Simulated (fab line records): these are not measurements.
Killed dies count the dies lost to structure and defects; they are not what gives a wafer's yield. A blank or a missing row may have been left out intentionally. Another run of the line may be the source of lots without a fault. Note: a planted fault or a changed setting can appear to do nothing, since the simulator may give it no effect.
Comparing a struck lot with a sound one -- flow berkeleyCmos170 -- 43 steps out of a route of 331
Sound: these wafers, L720.2, L720.5, L720.6. Wafers struck: L728.1, L728.3, L728.6. The cause comes at the end.
Per side, at each step with rows, come the tool, then ch with its chambers, and then its first start. Under that, the readings that differ: sound wafers -- struck wafers -- difference of the means -- sigmas: that difference in standard deviations of wafers without a fault.
alike: a reading whose means differ by less than 2 such deviations, as well as words and numbers matching on both sides. not compared: withheld readings; readings where some wafer has no value; bounds like >300 that might hide an equal value; numbers whose values overlap and for which the record gives no deviation.
The two part at a step that has a row with sigmas, a row that says differs or no value, or rows on one side only. When numbers do not overlap yet have no deviation, they are printed without sigmas and do not part them. A reading that every wafer of one side lacks parts them only if that side has two wafers or more.

first, 2 steps without rows for these wafers: UCB170_NWELL_PEB_10; UCB170_NWELL_DEVELOP_11 (develop time 45 s).
UCB170_NWELL_OVL_MEAS_12:
  sound: overlay-02 at day 3 01:24; struck: overlay-01 at day 4 23:11
reading,sound,struck,difference,sigmas
NWELL_OVL (nm),0 -2 -3,13 11 12,+14,+3
UCB170_NWELL_ETCH_13: etches Si3N4 in CH3F/Ar/O2, stops on SiO2, target depth 246.4 nm, time 154 s.
  sound on rieDiel-04 ch 0,1,3, day 3 01:26; struck on rieDiel-04 ch 2,3, day 4 23:13
  alike: drypumpMotorCurrentA, oesProductAu, throttleValvePct
  not compared: rfHoursCounterH
then, 1 step without rows for these wafers: UCB170_NWELL_IMPLANT_14.
UCB170_NWELL_STRIP_15: strips in O2.
  sound on plasmaAsher-01 ch 0,1, day 3 01:41; struck on plasmaAsher-02 ch 0, day 4 23:29
  alike: drypumpMotorCurrentA, oesProductAu, stripTimeToEndpointS
  not compared: rfHoursCounterH
UCB170_NWELL_TW_MEAS_16:
  sound: filmMetro-02 at day 3 01:47; struck: filmMetro-04 at day 4 23:35
  alike: NWELL_TW
then, 5 steps without rows for these wafers: UCB170_NWELL_CLEAN_17 (cleans in SPM, time 600 s); UCB170_NWELL_WET_ETCH_18 (etches Si3N4 in H3PO4, time 14400 s); UCB170_NWELL_WET_ETCH_19 (etches SiO2 in BOE, time 22 s); UCB170_PWELL_CLEAN_00 (cleans in SPM, time 600 s); UCB170_PWELL_CLEAN_01 (cleans in dHF, time 60 s).
UCB170_PWELL_OXIDATION_02: target thk 26.4 nm, ox time 1321 s.
  sound on furnace-02 ch 0, day 3 09:45; struck on furnace-01 ch 0, day 5 10:59
  alike: oxTempC
UCB170_PWELL_THK_MEAS_03:
  sound: filmMetro-01 at day 3 11:12; struck: filmMetro-03 at day 5 12:20
  alike: PWELL_OXIDE_THK
then, 2 steps without rows for these wafers: UCB170_PWELL_ANNEAL_04 (time 900 s); UCB170_PWELL_CVD_05 (deposits Si3N4 from SiH2Cl2/NH3, target thk 220 nm, time 3300 s).
UCB170_PWELL_THK_MEAS_06:
  sound: filmMetro-04 at day 3 17:49; struck: filmMetro-03 at day 5 19:32
  alike: PWELL_NITRIDE_THK
then, 6 steps without rows for these wafers: UCB170_PWELL_HMDS_07 (prime time 60 s); UCB170_PWELL_COAT_08 (resist thk 900 nm); UCB170_PWELL_SOFTBAKE_09 (time 60 s); UCB170_PWELL_EXPOSE_10 (exposes mask PWELL, target cd 3000 nm); UCB170_PWELL_PEB_11; UCB170_PWELL_DEVELOP_12 (develop time 45 s).
UCB170_PWELL_OVL_MEAS_13:
  sound: overlay-02 at day 3 18:49; struck: overlay-01 at day 5 20:26
  alike: PWELL_OVL
UCB170_PWELL_ETCH_14: etches Si3N4 in CH3F/Ar/O2, stops on SiO2, target depth 242 nm, time 151 s.
  sound on rieDiel-02 ch 0,1,3, day 3 18:50; struck on rieDiel-02 ch 1,2, day 5 20:28
  alike: drypumpMotorCurrentA, oesProductAu, throttleValvePct
  not compared: rfHoursCounterH
then, 1 step without rows for these wafers: UCB170_PWELL_IMPLANT_15.
UCB170_PWELL_STRIP_16: strips in O2.
  sound on plasmaAsher-02 ch 0,1, day 3 19:05; struck on plasmaAsher-02 ch 0,1, day 5 20:43
  alike: drypumpMotorCurrentA, oesProductAu, stripTimeToEndpointS
  not compared: rfHoursCounterH
UCB170_PWELL_TW_MEAS_17:
  sound: filmMetro-04 at day 3 19:12; struck: filmMetro-04 at day 5 20:49
  alike: PWELL_TW
then, 5 steps without rows for these wafers: UCB170_PWELL_CLEAN_18 (cleans in SPM, time 600 s); UCB170_PWELL_WET_ETCH_19 (etches Si3N4 in H3PO4, time 14400 s); UCB170_PWELL_WET_ETCH_20 (etches SiO2 in BOE, time 22 s); UCB170_WELLDRIVE_CLEAN_00 (cleans in SPM, time 600 s); UCB170_WELLDRIVE_OXIDATION_01 (target thk 199 nm, ox time 9000 s).
UCB170_WELLDRIVE_THK_MEAS_02:
  sound: filmMetro-04 at day 4 07:40; struck: filmMetro-02 at day 6 07:08
  alike: WELLDRIVE_OXIDE_THK
then, 5 steps without rows for these wafers: UCB170_WELLDRIVE_ANNEAL_03 (time 900 s); UCB170_WELLDRIVE_WET_ETCH_04 (etches SiO2 in BOE, time 120 s); UCB170_ACTIVE_CLEAN_00 (cleans in SPM, time 600 s); UCB170_ACTIVE_CLEAN_01 (cleans in dHF, time 60 s); UCB170_ACTIVE_OXIDATION_02 (target thk 26.4 nm, ox time 1260 s).
UCB170_ACTIVE_THK_MEAS_03:
  sound: filmMetro-01 at day 4 17:01; struck: filmMetro-03 at day 6 18:26
reading,sound,struck,difference,sigmas
ACTIVE_OXIDE_THK (nm),25.1 25.7 25.6,26.6 27.1 27.3,+1.5,+4
then, 2 steps without rows for these wafers: UCB170_ACTIVE_ANNEAL_04 (time 900 s); UCB170_ACTIVE_CVD_05 (deposits Si3N4 from SiH2Cl2/NH3, target thk 220 nm, time 3300 s).
-- the record jumps here: 5 days lie between the struck wafers' starts before and after (it left off in module ACTIVE and takes up again in module M3, whose first step shown is number 331 of the route) --
UCB170_M3_PROBE_99:
  only the struck wafers here have rows in the record (prober-02, day 11 07:32); the sound ones have none

== WHERE THEY PART ==
Last at UCB170_M3_PROBE_99 as far as this record goes, first at UCB170_NWELL_OVL_MEAS_12.

WHY: the cause the simulator had injected
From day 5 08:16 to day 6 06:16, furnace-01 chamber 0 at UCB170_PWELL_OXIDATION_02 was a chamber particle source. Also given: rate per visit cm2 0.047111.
